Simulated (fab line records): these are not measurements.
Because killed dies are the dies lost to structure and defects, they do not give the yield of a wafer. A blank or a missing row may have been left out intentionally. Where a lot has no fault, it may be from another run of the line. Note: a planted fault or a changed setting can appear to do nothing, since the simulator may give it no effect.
Which tool did it? | flow berkeley_cmos170 | 10 lots, 30 wafers sampled, at 5 steps of a route of 331

== WHAT THE GAUGES SHOWED, per wafer ==
UCB170_START_BOW_MEAS_00. Usual: INCOMING_BOW typically reads 1 um, with standard deviation 6.
lot  | measured    | on            | INCOMING_BOW (um) | flag
L884 | day 1 10:01 | film_metro-04 | 10 4 -7           |
L885 | day 1 15:01 | film_metro-01 | -2 4 2            |
L889 | day 2 11:01 | film_metro-02 | 11 2 -4           |
L890 | day 2 16:00 | film_metro-01 | 1 2 -4            |
L894 | day 3 12:01 | film_metro-02 | -3 6 1            |
L896 | day 3 22:00 | film_metro-02 | -3 -8 -3          |
L899 | day 4 13:00 | film_metro-02 | -2 -4 4           |
L900 | day 4 18:02 | film_metro-02 | 1 9 -5            |
L901 | day 4 23:00 | film_metro-04 | 7 5 5             |
L907 | day 6 05:01 | film_metro-04 | -3 2 1            |

UCB170_ACTIVE_THK_MEAS_03. Usual: ACTIVE_OXIDE_THK typically reads 26.6 nm, with standard deviation 0.58.
lot  | measured    | on            | ACTIVE_OXIDE_THK (nm) | flag
L884 | day 4 06:00 | film_metro-04 | 26.8 26.1 26.4        |
L885 | day 4 21:53 | film_metro-04 | 26.0 26.5 26.1        |
L889 | day 5 18:41 | film_metro-01 | 26.7 26.3 27.0        |
L890 | day 5 18:40 | film_metro-02 | 27.2 27.0 27.0        |
L894 | day 6 23:15 | film_metro-02 | 26.0 25.9 26.1        |
L896 | day 6 23:14 | film_metro-04 | 25.5 25.5 25.4        |
L899 | day 7 15:28 | film_metro-02 | 26.9 26.8 26.9        |
L900 | day 7 15:29 | film_metro-04 | 27.9 27.8 28.1        |
L901 | day 8 04:40 | film_metro-02 | 27.3 27.2 27.4        |
L907 | day 9 05:00 | film_metro-01 | 26.4 26.1 26.1        |

UCB170_GATE_THK_MEAS_02. Usual: GATE_OXIDE_THK typically reads 6.60 nm, with standard deviation 0.14.
lot  | measured     | on            | GATE_OXIDE_THK (nm) | flag
L884 | day 6 20:25  | film_metro-03 | 6.82 6.75 6.66      |
L885 | day 7 01:47  | film_metro-01 | 6.72 6.71 6.65      |
L889 | day 8 06:37  | film_metro-01 | 6.46 6.39 6.35      |
L890 | day 8 06:37  | film_metro-04 | 6.68 6.55 6.75      |
L894 | day 9 09:03  | film_metro-03 | 5.95 5.84 5.83      | OFF
L896 | day 9 09:06  | film_metro-03 | 5.82 5.94 5.89      | OFF
L899 | day 10 01:06 | film_metro-01 | 6.73 6.77 6.75      |
L900 | day 10 01:07 | film_metro-03 | 6.60 6.54 6.47      |
L901 | day 10 22:53 | film_metro-03 | 6.54 6.54 6.57      |
L907 | day 11 18:30 | film_metro-01 | 6.67 6.67 6.66      |

== EACH LOT AND THE TOOL THAT RAN IT (in order: tool; ch and the chambers of the sampled wafers; start) ==
lot  | UCB170_PFIELD_STRIP_08              | UCB170_GATE_OXIDATION_01
L884 | plasma_asher-04 ch 1, day 4 22:32   | furnace-01 ch 0, day 6 18:50
L885 | plasma_asher-03 ch 0, day 5 08:13   | furnace-01 ch 0, day 7 00:16
L889 | plasma_asher-04 ch 0,1, day 6 10:31 | furnace-02 ch 0, day 8 05:07
L890 | plasma_asher-03 ch 0,1, day 6 10:20 | furnace-02 ch 0, day 8 05:07
L894 | plasma_asher-04 ch 0,1, day 7 13:10 | furnace-01 ch 0, day 9 07:32
L896 | plasma_asher-04 ch 0,1, day 7 13:43 | furnace-01 ch 0, day 9 07:32
L899 | plasma_asher-03 ch 0,1, day 8 06:01 | furnace-04 ch 0, day 9 23:36
L900 | plasma_asher-04 ch 0,1, day 8 05:37 | furnace-04 ch 0, day 9 23:36
L901 | plasma_asher-01 ch 0,1, day 8 16:25 | furnace-02 ch 0, day 10 21:23
L907 | plasma_asher-01 ch 0,1, day 9 17:58 | furnace-02 ch 0, day 11 16:59
- UCB170_PFIELD_STRIP_08: strips in O2.
- UCB170_GATE_OXIDATION_01: target thk 6.6 nm, ox time 1800 s.

== AS READ BY THE TOOLS THEMSELVES (means over the sampled wafers that have a number; for cases with no such wafer, the mark the record gives instead) ==
UCB170_PFIELD_STRIP_08. Usual: drypump_motor_current_A 6.0 A, standard deviation 0.46; oes_product_au 0.734 a.u., standard deviation 0.0048; strip_time_to_endpoint_s 21.61 s, standard deviation 0.066.
lot  | tool            | drypump_motor_current_A (A) | oes_product_au (a.u.) | strip_time_to_endpoint_s (s) | flag
L884 | plasma_asher-04 | 5.7                         | 0.732                 | 21.53                        |
L885 | plasma_asher-03 | 5.2                         | 0.730                 | 21.60                        |
L889 | plasma_asher-04 | 5.9                         | 0.735                 | 21.61                        |
L890 | plasma_asher-03 | 6.0                         | 0.733                 | 21.70                        |
L894 | plasma_asher-04 | 5.9                         | 0.731                 | 21.62                        |
L896 | plasma_asher-04 | 6.1                         | 0.731                 | 21.69                        |
L899 | plasma_asher-03 | 5.6                         | 0.735                 | 21.60                        |
L900 | plasma_asher-04 | 6.1                         | 0.729                 | 21.57                        |
L901 | plasma_asher-01 | 6.4                         | 0.734                 | 21.61                        |
L907 | plasma_asher-01 | 6.4                         | 0.740                 | 21.57                        |

UCB170_GATE_OXIDATION_01. Usual: spike_tc_centre_C 853.5 C, standard deviation 1.2; spike_tc_load_C 876.6 C, standard deviation 2.2; spike_tc_source_C 872.6 C, standard deviation 1.6; tube_center_temp_C 850 C, standard deviation 0.075; tube_center_temp_C_max 852.2, standard deviation 0.37.
lot  | tool       | spike_tc_centre_C (C) | spike_tc_load_C (C) | spike_tc_source_C (C) | tube_center_temp_C (C) | tube_center_temp_C_max | flag
L884 | furnace-01 | 852.9                 | 877.1               | 873.1                 | 850                    | 852.3                  |
L885 | furnace-01 | 853.2                 | 876.5               | 872.2                 | 850                    | 852.0                  |
L889 | furnace-02 | 853.8                 | 875.4               | 873.6                 | 850                    | 852.2                  |
L890 | furnace-02 | 853.5                 | 873.1               | 874.4                 | 850                    | 851.9                  |
L894 | furnace-01 | 844.3                 | 867.0               | 863.8                 | 841                    | 842.8                  | OFF
L896 | furnace-01 | 844.7                 | 867.4               | 863.3                 | 841                    | 843.1                  | OFF
L899 | furnace-04 | 852.0                 | 879.8               | 869.6                 | 850                    | 852.2                  |
L900 | furnace-04 | 851.6                 | 879.3               | 868.9                 | 850                    | 851.9                  |
L901 | furnace-02 | 854.8                 | 875.1               | 873.7                 | 850                    | 851.9                  |
L907 | furnace-02 | 854.8                 | 874.1               | 874.3                 | 850                    | 852.0                  |

== THE ANSWER, worked out from the rows above alone ==
Rule: lot off if the mean of its wafers having a number is beyond 3 standard deviations from the usual mean. Also off: a lot with no number at a reading for which 4 or more lots have one. All remaining lots with rows at the step are treated as sound. After the gauges, taken in route order, come the tools' own readings; for these a lot's mean is taken, as printed above. The first step at which some lot is off is used, and at that step the reading that is off furthest; a lot without a number counts as furthest.
Off: L894, L896, seen at UCB170_GATE_THK_MEAS_02 (GATE_OXIDE_THK).
A tool fits if, at a process step before that reading, it ran every lot that is off, and no sound lot after the first of them. Not tried: the gauges at UCB170_GATE_THK_MEAS_02; whatever is off there is also off at UCB170_GATE_OXIDATION_01, on other tools, and gauge error can't account for it. One candidate fits, namely furnace-01 at UCB170_GATE_OXIDATION_01. Its last sound lot is L885 (day 7 00:16), its first lot that is off L894 (day 9 07:32): a fault that began between those two fits.
The tool's own readings at UCB170_GATE_OXIDATION_01 bear it out: on the lots that are off they differ by more than 5 times the standard deviation of the sound lots' means. spike_tc_centre_C reads 844.5 C there against 853.3 C on the sound lots; tube_center_temp_C reads 841 C there against 850 C on the sound lots; tube_center_temp_C_max reads 843.0 there against 852.0 on the sound lots.

== WHAT THE SIMULATOR PUT IN ==
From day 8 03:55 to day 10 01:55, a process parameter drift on furnace-01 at UCB170_GATE_OXIDATION_01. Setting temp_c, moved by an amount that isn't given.
Lots struck among those shown: L894, L896. Same finding as the rule above.
